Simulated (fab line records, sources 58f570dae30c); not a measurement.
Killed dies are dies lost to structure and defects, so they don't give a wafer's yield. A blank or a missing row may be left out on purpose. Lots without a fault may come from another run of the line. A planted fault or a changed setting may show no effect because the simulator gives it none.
A struck lot beside a sound one | flow berkeley_cmos170 | 15 steps out of a route of 331
Sound: wafers L725.1, L725.3, L725.6. Struck: wafers L716.2, L716.5, L716.6. The cause comes at the end.
At each step with rows: each side's tool, then ch and its chambers, then its first start. Under that, the readings that differ: sound wafers | struck wafers | difference of the means | sigmas: that difference in standard deviations of wafers without a fault.
alike: readings whose means differ by less than 2 such deviations, and words and numbers that are the same on both sides. not compared: withheld readings, readings that some wafer has no value for, bounds like >300 that may hide the same value, and numbers for which the record gives no deviation and whose values overlap.
The two part at a step that has a row with sigmas, a row that says differs or no value, or rows on one side only. Numbers that don't overlap but have no deviation are shown without sigmas and don't part them. A reading that every wafer of one side lacks parts them only if that side has two wafers or more.

UCB170_NWELL_ETCH_13: etches Si3N4 in CH3F/Ar/O2, stops on SiO2, target depth 246.4 nm, time 154 s.
  sound on rie_diel-03 ch 0,1,2, day 6 16:29; struck on rie_diel-03 ch 1,2,3, day 4 13:52
  alike: drypump_motor_current_A, oes_product_au, throttle_valve_pct
  not compared: rf_hours_counter_h
then, 1 step without rows for these wafers: UCB170_NWELL_IMPLANT_14.
UCB170_NWELL_STRIP_15: strips in O2.
  sound on plasma_asher-02 ch 0,1, day 6 16:45; struck on plasma_asher-03 ch 0,1, day 4 14:07
  alike: drypump_motor_current_A, o2_flow_sccm, oes_product_au, strip_time_to_endpoint_s
  not compared: rf_hours_counter_h
UCB170_NWELL_TW_MEAS_16:
  sound on film_metro-03, day 6 16:51; struck on film_metro-02, day 4 14:13
  alike: NWELL_TW
then, 6 steps without rows for these wafers: UCB170_NWELL_CLEAN_17 (cleans in SPM, time 600 s); UCB170_NWELL_WET_ETCH_18 (etches Si3N4 in H3PO4, time 14400 s); UCB170_NWELL_WET_ETCH_19 (etches SiO2 in BOE, time 22 s); UCB170_PWELL_CLEAN_00 (cleans in SPM, time 600 s); UCB170_PWELL_CLEAN_01 (cleans in dHF, time 60 s); UCB170_PWELL_OXIDATION_02 (target thk 26.4 nm, ox time 1260 s).
UCB170_PWELL_THK_MEAS_03:
  sound on film_metro-04, day 7 03:20; struck on film_metro-03, day 5 00:44
  alike: PWELL_OXIDE_THK
then, 1 step without rows for these wafers: UCB170_PWELL_ANNEAL_04 (time 900 s).
UCB170_PWELL_CVD_05: deposits Si3N4 from SiH2Cl2/NH3, target thk 220 nm, time 3300 s.
  sound on lpcvd-01 ch 1, day 7 09:14; struck on lpcvd-01 ch 1, day 5 06:19
  no value came back on the struck wafers for nh3_flow_sccm (sccm), pressure_mtorr (mTorr), spike_tc_load_C (C); on the sound wafers nh3_flow_sccm (sccm) reads 74.88 75.14 75.35
then, 1 step without rows for these wafers: UCB170_PWELL_HMDS_07 (prime time 60 s).
-- the record jumps here: 5 days lie between the struck wafers' starts before and after (it left off in module PWELL and takes up again in module M3, whose first step shown is number 331 of the route) --
UCB170_M3_PROBE_99:
  the record has rows for the struck wafers here (prober-02, day 10 15:22) and none for the sound ones

WHERE THEY PART
First at UCB170_PWELL_CVD_05; last, within this record, at UCB170_M3_PROBE_99.

WHY: what the simulator had put in
Skipped step whole: lpcvd-01, from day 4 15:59 on, at UCB170_PWELL_CVD_05. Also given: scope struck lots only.
